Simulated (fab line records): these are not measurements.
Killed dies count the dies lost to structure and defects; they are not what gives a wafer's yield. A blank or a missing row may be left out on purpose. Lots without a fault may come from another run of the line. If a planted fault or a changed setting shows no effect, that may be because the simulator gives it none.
Which tool is to blame? -- flow berkeley_cmos170 -- 42 wafers from 14 lots sampled at 3 of the route's 331 steps

== WHAT EACH GAUGE READ, for each wafer ==
UCB170_START_BOW_MEAS_00. Usual: INCOMING_BOW 0 um, standard deviation 6.6.
lot,measured,on,INCOMING_BOW (um),flag
L793,day 1 10:01,film_metro-02,-3 0 1,
L794,day 1 15:00,film_metro-03,11 -3 -3,
L795,day 1 20:00,film_metro-03,-2 14 -8,
L796,day 2 01:00,film_metro-02,-1 -4 7,
L798,day 2 11:01,film_metro-02,-10 7 -1,
L799,day 2 16:00,film_metro-04,1 2 -1,
L804,day 3 17:00,film_metro-04,-5 -8 -1,
L806,day 4 03:00,film_metro-03,-2 -3 4,
L808,day 4 13:07,film_metro-02,-6 -9 -1,
L810,day 4 23:01,film_metro-02,7 -13 6,
L811,day 5 04:01,film_metro-03,-7 12 -10,
L813,day 5 14:00,film_metro-04,-3 -6 9,
L814,day 5 19:00,film_metro-02,7 9 1,
L816,day 6 05:01,film_metro-02,-8 0 8,

UCB170_CONTACT_CD_MEAS_15: target cd 700 nm. Usual: cd_nm reads 699.8 nm (standard deviation 1.4).
lot,measured,on,cd_nm (nm),flag
L793,day 7 15:55,cd_sem-01,701.2 700.1 701.6,
L794,day 8 19:11,cd_sem-02,702.4 702.5 701.9,
L795,day 8 19:27,cd_sem-01,699.8 699.0 701.2,
L796,day 8 21:05,cd_sem-02,699.6 700.8 699.6,
L798,day 9 18:28,cd_sem-02,700.2 700.8 701.2,
L799,day 9 16:53,cd_sem-02,700.7 699.9 699.4,
L804,day 10 18:40,cd_sem-02,698.7 699.8 699.5,
L806,day 11 06:12,cd_sem-02,698.7 700.3 700.5,
L808,day 11 13:20,cd_sem-02,699.5 701.1 700.1,
L810,day 12 17:43,cd_sem-01,699.6 699.8 698.9,
L811,day 12 17:27,cd_sem-01,697.1 700.3 698.9,
L813,day 12 13:40,cd_sem-01,700.2 700.0 699.1,
L814,day 12 17:50,cd_sem-02,700.9 701.5 699.6,
L816,day 12 18:41,cd_sem-01,703.2 702.0 702.2,

== EACH LOT AND THE TOOL THAT RAN IT (in order: tool; ch and the chambers of the sampled wafers; start) ==
lot,UCB170_SPACER_CVD_00
L793,"pecvd-02 ch 1,2, day 7 03:25"
L794,"pecvd-02 ch 0,1,2, day 8 00:29"
L795,"pecvd-03 ch 0,2, day 8 00:53"
L796,"pecvd-04 ch 1,2, day 8 00:47"
L798,"pecvd-02 ch 1,2, day 8 21:09"
L799,"pecvd-03 ch 0,1, day 8 20:31"
L804,"pecvd-02 ch 0,1, day 9 21:55"
L806,"pecvd-03 ch 1,2, day 10 07:45"
L808,"pecvd-04 ch 1,2, day 10 20:59"
L810,"pecvd-04 ch 0,1, day 11 19:05"
L811,"pecvd-04 ch 0,2, day 11 20:39"
L813,"pecvd-03 ch 0,1,2, day 11 19:59"
L814,"pecvd-02 ch 0,2, day 11 21:25"
L816,"pecvd-02 ch 0,1, day 12 02:50"
- UCB170_SPACER_CVD_00: deposits SiO2 from TEOS/O2, target thk 376 nm, time 47 s.

== WHAT THE TOOLS THEMSELVES READ (means of the sampled wafers that have a number; where no wafer has one, the mark that the record gives instead) ==
UCB170_SPACER_CVD_00. Usual: heater_power_w reads 253 W (standard deviation 43).
lot,tool,heater_power_w (W),flag
L793,pecvd-02,222,
L794,pecvd-02,252,
L795,pecvd-03,260,
L796,pecvd-04,276,
L798,pecvd-02,224,
L799,pecvd-03,264,
L804,pecvd-02,272,
L806,pecvd-03,295,
L808,pecvd-04,287,
L810,pecvd-04,231,
L811,pecvd-04,283,
L813,pecvd-03,259,
L814,pecvd-02,235,
L816,pecvd-02,269,

== THE ANSWER, worked out from the rows above alone ==
Rule: take the mean of a lot's wafers that have a number; if it is more than 3 standard deviations from the usual mean, the lot is off. Also off: a lot with no number at a reading for which 4 or more lots have one. The other lots that the step has rows for count as sound. Order of review: gauges by route order, followed by the tools' own readings, for which a lot's mean as printed above is used. At the first step where some lot is off, the reading lying furthest off is the one used; lots without a number count as furthest.
No lot is off on any of the readings shown, so nothing can be concluded from this.

== WHAT THE SIMULATOR HAD PUT IN ==
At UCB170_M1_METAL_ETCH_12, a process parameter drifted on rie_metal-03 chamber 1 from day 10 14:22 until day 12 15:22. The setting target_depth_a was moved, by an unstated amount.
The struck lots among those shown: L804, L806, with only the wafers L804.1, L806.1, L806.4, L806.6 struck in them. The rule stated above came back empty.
